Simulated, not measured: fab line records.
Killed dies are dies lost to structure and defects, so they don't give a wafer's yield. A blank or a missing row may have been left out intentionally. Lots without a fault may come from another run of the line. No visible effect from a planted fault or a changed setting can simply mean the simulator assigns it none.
fab line records | flow rit-cmos
record: lots: 15 wafers: 45 last-day: 7
route steps=202 shown GATE@92 SPACER@128 PSD@148 CONTACT@168 M1@202
lots that met no fault: taken from a fault-free run of the same line
start-h: the number of hours between the record's first day and the start of the first shown wafer of the lot | wait-h: hours since the lot's step before | " the same as in the row above | L1.1+2: a single row standing in for several wafers | - value missing, or start not given | * or withheld: withheld | < > ~ a bound
route shown NAME@n: NAME is a module with steps in the file, n the number in the route of the first one | usual: the fault-free wafers' mean and standard deviation | same: alike in all rows | chamber/n: place in a boat | sites: per-site readings | _std_site: how widely they spread, as a standard deviation | _edge_site: mean of outer sites minus mean of inner sites | radius-mm: for every site, how far away it sits from the centre of the wafer | mask NAME#n: copy n | behind: tool/chamber where the wafer was last shaped | hold: why the lot was held/for how many hours/how that ended | device: which transistor (n, p or np) failed to switch | end of line: tests of these same wafers at the route's end | for a step that has no rows: nothing shown but its recipe | killed: the dies lost at the first sort to structure and to defects; this is not the yield of the wafer | map: dies across one wafer; x = killed, . = not, _ = none there
set.NAME: the setting that was run; set.NAME@STEP: the one run at that earlier step | model.NAME: the simulator's own value behind a step, which no gauge read
a sample of lots followed through the steps of the route, with each step as a table and each wafer as a row
services: from which hour (start-h, from the record's first day; less than 0 if before it) a tool's chamber was out of use, for how many hours, and why
== steps ==
step: RIT_GATE_CD_MEAS_16
recipe: target-cd-nm: 150
usual: cd-nm: 150.0/2.1
columns lot.wafer tool chamber start-h wait-h cd-nm
L962.2 cd-sem-02 - 42.78 - 150.8
L962.5 " - " " 150.4
L962.6 " - " " 150.7
L963.1 cd-sem-01 - 45.01 - 153.5
L963.2 " - " " 153.0
L963.6 " - " " 153.8
L964.2 cd-sem-02 - 50.71 - 150.5
L964.4 " - " " 150.0
L964.5 " - " " 147.4
L965.2 cd-sem-02 - 54.43 - 150.3
L965.4 " - " " 150.6
L965.6 " - " " 150.5
L966.1 cd-sem-01 - 60.01 - 148.7
L966.4 " - " " 148.1
L966.6 " - " " 149.0
L967.1 cd-sem-01 - 67.18 - 150.2
L967.3 " - " " 152.5
L967.6 " - " " 152.1
L968.3 cd-sem-01 - 70.81 - 151.4
L968.4 " - " " 152.3
L968.6 " - " " 151.0
L970.1 cd-sem-01 - 83.18 - 154.9
L970.3 " - " " 150.1
L970.6 " - " " 151.1
L971.1 cd-sem-02 - 88.75 - 149.2
L971.2 " - " " 150.3
L971.3 " - " " 150.0
L972.3 cd-sem-02 - 91.56 - 148.7
L972.4 " - " " 147.6
L972.5 " - " " 145.6
L973.2 cd-sem-01 - 95.72 - 149.1
L973.3 " - " " 149.8
L973.6 " - " " 150.2
L977.1 cd-sem-02 - 115.58 - 150.6
L977.2 " - " " 151.6
L977.6 " - " " 150.8
L978.1 cd-sem-02 - 118.00 - 144.9
L978.3 " - " " 143.7
L978.6 " - " " 146.1
L979.2 cd-sem-01 - 122.55 - 151.4
L979.3 " - " " 152.5
L979.4 " - " " 151.1
L984.2 cd-sem-01 - 150.66 - 145.5
L984.4 " - " " 147.3
L984.6 " - " " 147.9
step: RIT_SPACER_CVD_03
recipe: material: Si3N4 target-thk-nm: 250 temp-c: 810 precursor: SiH2Cl2/NH3 time-s: 3300 pressure-mtorr: 304 sih2cl2-flow-sccm: 60 nh3-flow-sccm: 150
usual: spike-tc-centre-C: 812.1/1.2
columns lot.wafer tool chamber start-h wait-h spike-tc-centre-C
L962.2 lpcvd-01 1 49.94 0.0 815.8
L962.5 " 1 " " 813.4
L962.6 " 1 " " 811.9
L963.1 lpcvd-02 1 53.95 0.0 811.3
L963.2 " 1 " " 812.9
L963.6 " 1 " " 811.6
L964.2 lpcvd-01 0 59.26 0.0 813.7
L964.4 " 0 " " 811.6
L964.5 " 0 " " 811.7
L965.2 lpcvd-02 1 62.48 0.0 813.2
L965.4 " 1 " " 814.0
L965.6 " 1 " " 812.1
L966.1 lpcvd-01 0 70.01 0.0 812.9
L966.4 " 0 " " 811.4
L966.6 " 0 " " 813.0
L967.1 lpcvd-02 1 75.41 1.1 812.0
L967.3 " 1 " " 812.0
L967.6 " 1 " " 809.4
L968.3 lpcvd-02 0 78.74 0.9 812.0
L968.4 " 0 " " 811.9
L968.6 " 0 " " 810.9
L970.1 lpcvd-01 0 90.22 0.0 812.9
L970.3 " 0 " " 813.8
L970.6 " 0 " " 810.6
L971.1 lpcvd-02 1 96.83 0.0 811.5
L971.2 " 1 " " 812.6
L971.3 " 1 " " 811.8
L972.3 lpcvd-01 0 99.33 0.0 813.2
L972.4 " 0 " " 811.8
L972.5 " 0 " " 811.9
L973.2 lpcvd-02 0 103.67 0.0 812.5
L973.3 " 0 " " 810.7
L973.6 " 0 " " 812.0
L977.1 lpcvd-01 0 123.53 0.5 811.6
L977.2 " 0 " " 814.1
L977.6 " 0 " " 812.2
L978.1 lpcvd-01 0 125.61 0.0 812.0
L978.3 " 0 " " 812.1
L978.6 " 0 " " 811.2
L979.2 lpcvd-01 1 130.76 0.0 812.8
L979.3 " 1 " " 812.9
L979.4 " 1 " " 814.1
L984.2 lpcvd-02 0 158.68 0.7 812.3
L984.4 " 0 " " 811.8
L984.6 " 0 " " 812.1
step: RIT_SPACER_THK_MEAS_04
recipe: reads: Si3N4_of_SPACER_CVD_03
usual: SPACER_NITRIDE_THK: 250.6/2.3
columns lot.wafer tool chamber start-h wait-h SPACER_NITRIDE_THK[nm]
L962.2 film-metro-03 - 51.86 0.0 253.0
L962.5 " - " " 252.7
L962.6 " - " " 254.6
L963.1 film-metro-02 - 55.86 0.0 250.4
L963.2 " - " " 250.6
L963.6 " - " " 251.0
L964.2 film-metro-03 - 61.19 0.0 247.3
L964.4 " - " " 246.1
L964.5 " - " " 250.0
L965.2 film-metro-01 - 64.40 0.0 246.8
L965.4 " - " " 250.4
L965.6 " - " " 247.2
L966.1 film-metro-01 - 71.93 0.0 250.9
L966.4 " - " " 254.6
L966.6 " - " " 252.8
L967.1 film-metro-01 - 77.32 0.0 250.7
L967.3 " - " " 251.8
L967.6 " - " " 249.7
L968.3 film-metro-01 - 80.68 0.0 246.8
L968.4 " - " " 246.1
L968.6 " - " " 245.8
L970.1 film-metro-01 - 92.14 0.0 247.8
L970.3 " - " " 248.7
L970.6 " - " " 246.9
L971.1 film-metro-01 - 98.74 0.0 252.3
L971.2 " - " " 250.8
L971.3 " - " " 250.0
L972.3 film-metro-01 - 101.27 0.0 253.1
L972.4 " - " " 253.9
L972.5 " - " " 255.4
L973.2 film-metro-01 - 105.60 0.0 250.7
L973.3 " - " " 248.8
L973.6 " - " " 248.6
L977.1 film-metro-01 - 125.45 0.1 231.7
L977.2 " - " " 231.1
L977.6 " - " " 231.8
L978.1 film-metro-03 - 127.52 0.1 224.7
L978.3 " - " " 226.1
L978.6 " - " " 226.3
L979.2 film-metro-01 - 133.64 0.1 228.6
L979.3 " - " " 229.0
L979.4 " - " " 227.9
L984.2 film-metro-01 - 160.60 0.0 251.7
L984.4 " - " " 250.9
L984.6 " - " " 251.6
step: RIT_SPACER_ETCHBACK_05
recipe: target-depth-a: 2500 SF6_flow_sccm: 30 CHF3_flow_sccm: 30 target: Si3N4 chemistry: SF6/CHF3 pressure-mtorr: 40 rf-w: 250 time-s: 240 stop-on: SiO2
usual: drypump-motor-current-A: 5.9/0.45 oes-product-au: 0.843/0.012 throttle-valve-pct: 10.24/0.11
columns lot.wafer tool chamber start-h wait-h drypump-motor-current-A oes-product-au rf-hours-counter-h throttle-valve-pct
L962.2 rie-diel-04 0 51.91 0.0 6.2 0.824 89 10.47
L962.5 " 2 " " 5.5 0.850 - 10.28
L962.6 " 3 " " 6.0 0.866 - 10.27
L963.1 rie-diel-03 2 55.92 0.1 5.4 0.857 39 10.18
L963.2 " 1 " " 6.4 0.839 28 10.34
L963.6 " 0 " " 6.5 0.848 - 10.18
L964.2 rie-diel-02 1 61.24 0.0 6.4 0.835 58 10.19
L964.4 " 2 " " 5.4 0.837 72 10.02
L964.5 " 2 " " 5.4 0.856 - 10.03
L965.2 rie-diel-04 2 64.45 0.0 5.5 0.838 4 10.28
L965.4 " 0 " " 6.2 0.830 90 10.46
L965.6 " 2 " " 5.5 0.843 - 10.28
L966.1 rie-diel-02 0 71.99 0.1 5.9 0.857 166 10.14
L966.4 " 1 " " 6.4 0.862 59 10.21
L966.6 " 1 " " 6.4 0.857 - 10.20
L967.1 rie-diel-03 1 77.38 0.1 6.4 0.840 28 10.32
L967.3 " 3 " " 5.2 0.844 140 10.27
L967.6 " 3 " " 5.2 0.830 - 10.26
L968.3 rie-diel-03 3 80.72 0.0 5.2 0.828 140 10.25
L968.4 " 1 " " 6.4 0.829 28 10.33
L968.6 " 0 " " 6.5 0.845 - 10.18
L970.1 rie-diel-04 0 92.20 0.1 6.3 0.825 90 10.48
L970.3 " 1 " " 5.8 0.845 131 10.25
L970.6 " 1 " " 5.7 0.828 - 10.28
L971.1 rie-diel-02 2 98.80 0.1 5.3 0.850 73 10.03
L971.2 " 3 " " 6.3 0.821 7 10.15
L971.3 " 0 " " 5.9 0.847 0 10.13
L972.3 rie-diel-03 2 101.31 0.0 5.4 0.856 40 10.19
L972.4 " 3 " " 5.2 0.848 - 10.27
L972.5 " 2 " " 5.4 0.858 - 10.19
L973.2 rie-diel-04 3 105.65 0.0 6.0 0.844 8 10.25
L973.3 " 0 " " 6.3 0.823 90 10.46
L973.6 " 0 " " 6.2 0.817 - 10.46
L977.1 rie-diel-04 3 125.51 0.1 6.0 0.803 8 10.24
L977.2 " 2 " " 5.5 0.798 5 10.25
L977.6 " 3 " " 6.0 0.802 - 10.22
L978.1 rie-diel-04 3 127.58 0.1 6.0 0.783 8 10.23
L978.3 " 0 " " 6.3 0.771 91 10.44
L978.6 " 2 " " 5.5 0.791 - 10.25
L979.2 rie-diel-03 3 133.69 0.0 5.2 0.789 141 10.24
L979.3 " 0 " " 6.5 0.800 74 10.16
L979.4 " 1 " " 6.4 0.787 30 10.31
L984.2 rie-diel-02 1 160.65 0.0 6.4 0.855 61 10.18
L984.4 " 2 " " 5.4 0.852 74 10.04
L984.6 " 1 " " 6.4 0.849 - 10.20
step: RIT_PSD_OVL_MEAS_06
usual: PSD_OVL: -1.0/1.4
columns lot.wafer tool chamber start-h wait-h PSD_OVL[nm]
L962.2 overlay-02 - 54.63 - 0.0
L962.5 " - " " 1.8
L962.6 " - " " -1.8
L963.1 overlay-02 - 58.60 - 0.0
L963.2 " - " " 1.3
L963.6 " - " " 2.6
L964.2 overlay-01 - 63.67 - -0.8
L964.4 " - " " -1.6
L964.5 " - " " -2.2
L965.2 overlay-01 - 66.88 - -2.9
L965.4 " - " " -2.3
L965.6 " - " " -2.4
L966.1 overlay-02 - 74.54 - 0.8
L966.4 " - " " -0.1
L966.6 " - " " 0.8
L967.1 overlay-02 - 79.80 - -1.8
L967.3 " - " " -2.4
L967.6 " - " " -3.1
L968.3 overlay-02 - 83.40 - 0.1
L968.4 " - " " -0.4
L968.6 " - " " -0.2
L970.1 overlay-01 - 94.84 - -1.0
L970.3 " - " " -1.7
L970.6 " - " " 1.1
L971.1 overlay-01 - 101.43 - -1.9
L971.2 " - " " -0.1
L971.3 " - " " -0.4
L972.3 overlay-02 - 103.88 - 1.2
L972.4 " - " " -0.9
L972.5 " - " " -1.7
L973.2 overlay-02 - 108.33 - -1.4
L973.3 " - " " -1.2
L973.6 " - " " -3.7
L977.1 overlay-01 - 128.05 - -2.4
L977.2 " - " " -3.1
L977.6 " - " " -2.8
L978.1 overlay-02 - 130.26 - -0.3
L978.3 " - " " -0.8
L978.6 " - " " -2.9
L979.2 overlay-02 - 136.12 - -1.1
L979.3 " - " " -2.0
L979.4 " - " " -0.7
L984.2 overlay-02 - 163.20 - -0.3
L984.4 " - " " -0.1
L984.6 " - " " -1.3
step: RIT_CONTACT_CVD_00
recipe: material: SiO2 target-thk-nm: 400 precursor: TEOS temp-c: 390 time-s: 61 rf-w: 400
usual: heater-power-w: 316/69
columns lot.wafer tool chamber start-h wait-h heater-power-w
L962.2 pecvd-04 0 56.61 0.0 339
L962.5 " 1 " " 352
L962.6 " 0 " " 353
L963.1 pecvd-01 0 60.66 0.1 343
L963.2 " 2 " " 261
L963.6 " 1 " " 280
L964.2 pecvd-02 2 65.87 0.0 239
L964.4 " 0 " " 210
L964.5 " 1 " " 370
L965.2 pecvd-04 2 69.45 0.0 379
L965.4 " 0 " " 340
L965.6 " 1 " " 278
L966.1 pecvd-01 2 76.53 0.1 210
L966.4 " 0 " " 332
L966.6 " 2 " " 225
L967.1 pecvd-02 2 81.80 0.1 287
L967.3 " 0 " " 280
L967.6 " 1 " " 387
L968.3 pecvd-04 1 85.41 0.0 357
L968.4 " 2 " " 463
L968.6 " 0 " " 329
L970.1 pecvd-02 2 96.84 0.1 241
L970.3 " 0 " " 225
L970.6 " 1 " " 283
L971.1 pecvd-04 1 103.46 0.1 315
L971.2 " 0 " " 310
L971.3 " 2 " " 416
L972.3 pecvd-01 0 105.86 0.0 275
L972.4 " 0 " " 295
L972.5 " 1 " " 309
L973.2 pecvd-02 1 110.32 0.0 303
L973.3 " 1 " " 328
L973.6 " 0 " " 245
L977.1 pecvd-04 0 130.11 0.1 347
L977.2 " 2 " " 472
L977.6 " 0 " " 355
L978.1 pecvd-01 2 132.26 0.1 204
L978.3 " 1 " " 254
L978.6 " 2 " " 218
L979.2 pecvd-02 0 138.17 0.0 290
L979.3 " 2 " " 281
L979.4 " 2 " " 214
L984.2 pecvd-01 0 165.19 0.0 326
L984.4 " 0 " " 324
L984.6 " 2 " " 230
step: RIT_M1_PROBE_99
usual: killed_at_M0_to_M3: 0.0/0.12 killed-at-contacts: 0.0/0.16 killed-at-front-end: 7.1/2.7 killed-dies: 7.2/2.7 killed-open: 3.5/1.9 killed-short: 3.6/1.9
same: gross-dies: 264 killed_at_M4_up: 0 killed-at-back-side: 0 killed-at-other: 0
columns lot.wafer tool chamber start-h wait-h killed_at_M0_to_M3 killed-at-contacts killed-at-front-end killed-dies killed-open killed-short
L977.1 prober-01 - 136.54 0.1 0 0 5 5 0 5
L977.2 prober-01 - 136.59 0.1 0 0 6 6 2 4
L977.6 prober-01 - 136.79 0.2 0 0 7 7 3 4
L978.1 prober-02 - 138.82 0.1 0 0 8 8 2 6
L978.3 prober-02 - 138.92 0.2 0 0 14 14 6 8
L978.6 prober-02 - 139.07 0.2 0 0 9 9 4 5
L979.2 prober-01 - 145.11 0.1 0 0 8 8 4 4
L979.3 prober-01 - 145.16 0.2 0 0 8 8 3 5
L979.4 prober-01 - 145.21 0.2 0 0 5 5 1 4
L984.2 prober-02 - 171.87 0.1 0 0 4 4 3 1
L984.4 prober-02 - 171.97 0.2 0 0 4 4 2 2
L984.6 prober-02 - 172.07 0.2 0 0 6 6 3 3
killed by level:class
L977.1 GATE:geometric-particle:short=3 FOX2:geometric-particle:short=1 SPACER:geometric-particle:short=1
L977.2 GATE:geometric-particle:short=2 SILICIDE:geometric-particle:short=2 FOX1:geometric-particle:open=1 SILICIDE:geometric-particle:open=1
L977.6 GATE:geometric-particle:short=3 GATE:geometric-particle:open=2 REOX:geometric-particle:open=1 SPACER:geometric-particle:short=1
L978.1 GATE:geometric-particle:short=3 FOX2:geometric-particle:short=2 GATE:geometric-particle:open=2 REOX:geometric-particle:short=1
L978.3 SILICIDE:geometric-particle:open=3 FOX2:geometric-particle:short=2 GATE:geometric-particle:open=2 REOX:geometric-particle:short=2 SPACER:geometric-particle:short=2 FOX1:geometric-particle:open=1 GATE:geometric-particle:short=1 SILICIDE:geometric-particle:short=1
L978.6 FOX2:geometric-particle:short=3 GATE:geometric-particle:open=3 FOX1:geometric-particle:short=1 GATE:geometric-particle:short=1 SILICIDE:geometric-particle:open=1
L979.2 FOX2:geometric-particle:short=2 SPACER:geometric-particle:open=2 FOX1:geometric-particle:short=1 GATE:geometric-particle:open=1 SPACER:geometric-particle:short=1 SILICIDE:geometric-particle:open=1
L979.3 REOX:geometric-particle:short=2 GATE:geometric-particle:short=1 GATE:geometric-particle:open=1 REOX:geometric-particle:open=1 SPACER:geometric-particle:short=1 SILICIDE:geometric-particle:open=1 SILICIDE:geometric-particle:short=1
L979.4 GATE:geometric-particle:short=3 SILICIDE:geometric-particle:short=1 SILICIDE:geometric-particle:open=1
L984.2 GATE:geometric-particle:open=1 GATE:geometric-particle:short=1 REOX:geometric-particle:open=1 SPACER:geometric-particle:open=1
L984.4 REOX:geometric-particle:short=2 FOX1:geometric-particle:open=1 GATE:geometric-particle:open=1
L984.6 GATE:geometric-particle:open=2 FOX1:geometric-particle:short=1 GATE:geometric-particle:short=1 REOX:geometric-particle:open=1 REOX:geometric-particle:short=1
== services ==
columns tool chamber start-h hours kind
pecvd-02 1 26.76 3.5 repair
rie-diel-04 1 39.31 4.1 repair
pecvd-02 - 44.74 0.7 repair
rie-diel-03 - 57.93 0.6 repair
lpcvd-01 - 71.93 17.2 pm
rie-diel-02 0 76.36 - clean
rie-diel-02 0 76.36 14.8 scheduled-down
rie-diel-02 0 76.36 14.8 vent-cycle
pecvd-04 - 80.61 0.5 repair
pecvd-02 - 86.49 1.0 repair
rie-diel-02 3 87.02 10.5 repair
pecvd-04 1 87.20 13.8 repair
rie-diel-03 0 98.90 9.8 repair
pecvd-02 2 106.14 9.6 repair
rie-diel-03 0 109.05 15.7 repair
rie-diel-02 - 115.48 14.6 pm
pecvd-02 1 118.88 5.6 repair
rie-diel-04 1 119.63 19.8 repair
lpcvd-02 - 121.59 6.0 pm
rie-diel-04 - 147.09 2.1 repair
rie-diel-04 3 149.39 15.2 repair
== key ==
first-sign: step: RIT_SPACER_THK_MEAS_04 reading: SPACER_NITRIDE_THK direction: down sigmas: 9.7 usual: 250.6 struck: 228.6
effect: step: RIT_SPACER_ETCHBACK_05 reading: oes-product-au direction: down sigmas: 4.4 usual: 0.843 struck: 0.792
met-at RIT_SPACER_CVD_03
struck-lots L977,L978,L979
tester-left-out L977,L978,L979
not-acting-at RIT_GATE_CD_MEAS_16,RIT_PSD_OVL_MEAS_06,RIT_CONTACT_CVD_00
fault: kind: process-parameter-drift tool: lpcvd-01 chamber: - onset-h: 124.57 steps: RIT_SPACER_CVD_03 channel: time-s offset: * shape: step end-h: 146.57 acts-in: * stated: *
tester-left-out: of these lots the tester's yield and bins aren't shown, on N5 and GAA mostly nor the transistor test; their killed dies are dies lost to structure and defects alone, not to doping, threshold or leakage, so they don't give the yield
